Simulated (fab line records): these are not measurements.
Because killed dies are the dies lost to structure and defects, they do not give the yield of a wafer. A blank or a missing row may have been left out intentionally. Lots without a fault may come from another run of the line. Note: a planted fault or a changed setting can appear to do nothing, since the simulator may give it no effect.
Split-lot trial :: flow rit-cmos :: route with 202 steps; 5 lots, 23 wafers read

== THE SPLIT ITSELF ==
At RIT_ACTIVE_OXIDATION_01 (target thk 46.8 nm, ox time 3360 s), the setting ox-time-s was moved away from the recipe's 3360 s on 10 of the 23 wafers read, by -10.4% to +12.6%. All remaining wafers had this setting at the recipe value.

The file shows no step between the split and the reading.

== THE READING ==
ACTIVE_OXIDE_THK, in nm, at RIT_ACTIVE_THK_MEAS_02. Fault-free wafers of this fab line usually give 46.7 nm, standard deviation 0.67 nm.

wafer: L076.1
tool, chamber at the split: -, -
ox-time-s as run, s: 3360
against the recipe: recipe
ACTIVE_OXIDE_THK, nm: 46.4
against lot-mates on the recipe: -

wafer: L076.2
tool, chamber at the split: -, -
ox-time-s as run, s: 3360
against the recipe: recipe
ACTIVE_OXIDE_THK, nm: 46.1
against lot-mates on the recipe: -

wafer: L076.4
tool, chamber at the split: -, -
ox-time-s as run, s: 3360
against the recipe: recipe
ACTIVE_OXIDE_THK, nm: 46.2
against lot-mates on the recipe: -

wafer: L076.5
tool, chamber at the split: -, -
ox-time-s as run, s: 3360
against the recipe: recipe
ACTIVE_OXIDE_THK, nm: 45.8
against lot-mates on the recipe: -

wafer: L076.6
tool, chamber at the split: -, -
ox-time-s as run, s: 3360
against the recipe: recipe
ACTIVE_OXIDE_THK, nm: 46.8
against lot-mates on the recipe: -

wafer: L078.1
tool, chamber at the split: -, -
ox-time-s as run, s: 3011
against the recipe: -10.4%
ACTIVE_OXIDE_THK, nm: 43.2
against lot-mates on the recipe: no lot-mate on the recipe

wafer: L078.2
tool, chamber at the split: -, -
ox-time-s as run, s: 3011
against the recipe: -10.4%
ACTIVE_OXIDE_THK, nm: 44.1
against lot-mates on the recipe: no lot-mate on the recipe

wafer: L078.3
tool, chamber at the split: -, -
ox-time-s as run, s: 3011
against the recipe: -10.4%
ACTIVE_OXIDE_THK, nm: 43.0
against lot-mates on the recipe: no lot-mate on the recipe

wafer: L078.4
tool, chamber at the split: -, -
ox-time-s as run, s: 3011
against the recipe: -10.4%
ACTIVE_OXIDE_THK, nm: 43.4
against lot-mates on the recipe: no lot-mate on the recipe

wafer: L078.5
tool, chamber at the split: -, -
ox-time-s as run, s: 3011
against the recipe: -10.4%
ACTIVE_OXIDE_THK, nm: 43.4
against lot-mates on the recipe: no lot-mate on the recipe

wafer: L079.1
tool, chamber at the split: -, -
ox-time-s as run, s: 3785
against the recipe: +12.6%
ACTIVE_OXIDE_THK, nm: 49.7
against lot-mates on the recipe: no lot-mate on the recipe

wafer: L079.2
tool, chamber at the split: -, -
ox-time-s as run, s: 3785
against the recipe: +12.6%
ACTIVE_OXIDE_THK, nm: 49.5
against lot-mates on the recipe: no lot-mate on the recipe

wafer: L079.3
tool, chamber at the split: -, -
ox-time-s as run, s: 3785
against the recipe: +12.6%
ACTIVE_OXIDE_THK, nm: 50.0
against lot-mates on the recipe: no lot-mate on the recipe

wafer: L079.5
tool, chamber at the split: -, -
ox-time-s as run, s: 3785
against the recipe: +12.6%
ACTIVE_OXIDE_THK, nm: 50.1
against lot-mates on the recipe: no lot-mate on the recipe

wafer: L079.6
tool, chamber at the split: -, -
ox-time-s as run, s: 3785
against the recipe: +12.6%
ACTIVE_OXIDE_THK, nm: 49.9
against lot-mates on the recipe: no lot-mate on the recipe

wafer: L081.1
tool, chamber at the split: furnace-01, 0
ox-time-s as run, s: 3360
against the recipe: recipe
ACTIVE_OXIDE_THK, nm: 45.8
against lot-mates on the recipe: -

wafer: L081.3
tool, chamber at the split: furnace-01, 0
ox-time-s as run, s: 3360
against the recipe: recipe
ACTIVE_OXIDE_THK, nm: 46.6
against lot-mates on the recipe: -

wafer: L081.6
tool, chamber at the split: furnace-01, 0
ox-time-s as run, s: 3360
against the recipe: recipe
ACTIVE_OXIDE_THK, nm: 45.6
against lot-mates on the recipe: -

wafer: L084.1
tool, chamber at the split: -, -
ox-time-s as run, s: 3360
against the recipe: recipe
ACTIVE_OXIDE_THK, nm: 47.5
against lot-mates on the recipe: -

wafer: L084.2
tool, chamber at the split: -, -
ox-time-s as run, s: 3360
against the recipe: recipe
ACTIVE_OXIDE_THK, nm: 46.3
against lot-mates on the recipe: -

wafer: L084.3
tool, chamber at the split: -, -
ox-time-s as run, s: 3360
against the recipe: recipe
ACTIVE_OXIDE_THK, nm: 46.8
against lot-mates on the recipe: -

wafer: L084.4
tool, chamber at the split: -, -
ox-time-s as run, s: 3360
against the recipe: recipe
ACTIVE_OXIDE_THK, nm: 46.6
against lot-mates on the recipe: -

wafer: L084.6
tool, chamber at the split: -, -
ox-time-s as run, s: 3360
against the recipe: recipe
ACTIVE_OXIDE_THK, nm: 46.5
against lot-mates on the recipe: -

THE FIT
A straight line over all 23 wafers: ACTIVE_OXIDE_THK changes by +0.278 nm for each +1% of ox-time-s; r = +0.98; the points scatter about the line by 0.44 nm.
Too few moved wafers have a lot-mate on the recipe to fit a line with each lot's own level taken away.

== THE WHOLE CHAIN: every reading that the file lists as answering this split, in the file's order ==
step: RIT_ACTIVE_OXIDATION_01
what it does: target thk 46.8 nm, ox time 3360 s
reading: SiO2_of_ACTIVE_OXIDATION_01.thk-nm (the simulator's own value, which no gauge read)
change (the file's fit): +0.277 nm for each +1% of the setting
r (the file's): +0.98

step: RIT_ACTIVE_THK_MEAS_02
what it does: 
reading: ACTIVE_OXIDE_THK
change (the file's fit): +0.278 for each +1% of the setting
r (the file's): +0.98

step: RIT_FOX2_WET_ETCH_03
what it does: etches Si3N4 in H3PO4, target depth 195 nm, time 2700 s
reading: SiO2_of_ACTIVE_OXIDATION_01.thk-nm (the simulator's own value, which no gauge read)
change (the file's fit): +0.245 nm for each +1% of the setting
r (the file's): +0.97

== FILE'S OWN FIT ==
ACTIVE_OXIDE_THK changes by +0.278 nm for each +1% of ox-time-s, r = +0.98.
